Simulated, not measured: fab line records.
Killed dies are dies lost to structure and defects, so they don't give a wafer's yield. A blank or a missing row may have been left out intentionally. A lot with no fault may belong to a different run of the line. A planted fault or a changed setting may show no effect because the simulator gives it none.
Code-filled problem report in 8D (eight disciplines) form / flow berkeleyCmos170 / the parts of the form that need people (team, actions taken, sign-off) are left out

## 1. WHAT IS WRONG
primeTempC at UCB170_M3_HMDS_04 reads a mean of 97.96 C on 9 wafers of 3 lots; wafers without a fault read 100.00 C with a standard deviation of 0.13. Measured from the usual mean, that is -16 standard deviations.
The step: prime time 60 s.
The first sign was on wafer L618.1 at day 12 03:16, on lithoTrack-02. The record holds 45 wafers of 15 lots with a number at this step. By rule, "out" or "out of limits" means more than 4 standard deviations away from the usual mean. Any other wafer with a number is counted as sound.

## 2. WHAT IT IS, WHAT IT ISN'T
question=which readings at this step | is=primeTempC | is not=-
question=which lots | is=L618, L619, L620 | is not=L603, L604, L605, L606, L611, L612, L613, L615, L617, L621, L622, L624
question=which wafers of those lots | is=all that have a number | is not=-
question=read on which tools | is=lithoTrack-02 | is not=lithoTrack-01, lithoTrack-03
question=when | is=from day 12 03:16 | is not=up to then (27 sound wafers); but 9 sound wafers of L621, L622, L624 came after

## 3. SUSPECTS, AND WHAT RULES EACH OUT
Counting: a tool at any process step up to the reading remains a suspect when it ran all the lots that are out and ran no sound lot after the first of those.
- lithoTrack-02 at UCB170_M3_HMDS_04 (prime time 60 s): kept. Every lot that is out went through it, starting with L618 (day 12 03:16), and after that it ran no sound lot; the last sound lot it ran before then is L617 (day 11 14:13). Its own primeTempC readings are out on those wafers.
Remaining after the count: lithoTrack-02 at UCB170_M3_HMDS_04.

## 4. THE CAUSE (what the simulator had put in)
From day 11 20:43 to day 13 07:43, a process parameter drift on lithoTrack-02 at UCB170_M3_HMDS_04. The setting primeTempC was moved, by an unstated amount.
Counting left only this tool.

## 5. THE EFFECT CHAIN, in route order
Each row: a reading whose mean over the struck wafers that have a number lies more than 3 standard deviations from the usual. Readings are gone through only where the record gives a usual standard deviation; hours: the median, over the lots, of the time from a lot's start at the first step in this table giving one to that lot's start at this step; sigmas: the change measured in usual standard deviations.
hours=0; step=UCB170_M3_HMDS_04; reading=primeTempC; usual=100.00 C; on struck wafers=97.96; change=-2.04; sigmas=-16
The process steps in it:
- UCB170_M3_HMDS_04: prime time 60 s.
Later steps that measure or inspect, where all struck wafers having a row at the step show a number for every such reading and not one has moved that far: UCB170_M3_CD_MEAS_15.

## 6. HOW IT WOULD HAVE BEEN CAUGHT EARLIER
The fault began at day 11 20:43; the first out-of-limits reading in this record came at day 12 03:16, 7 hours later.
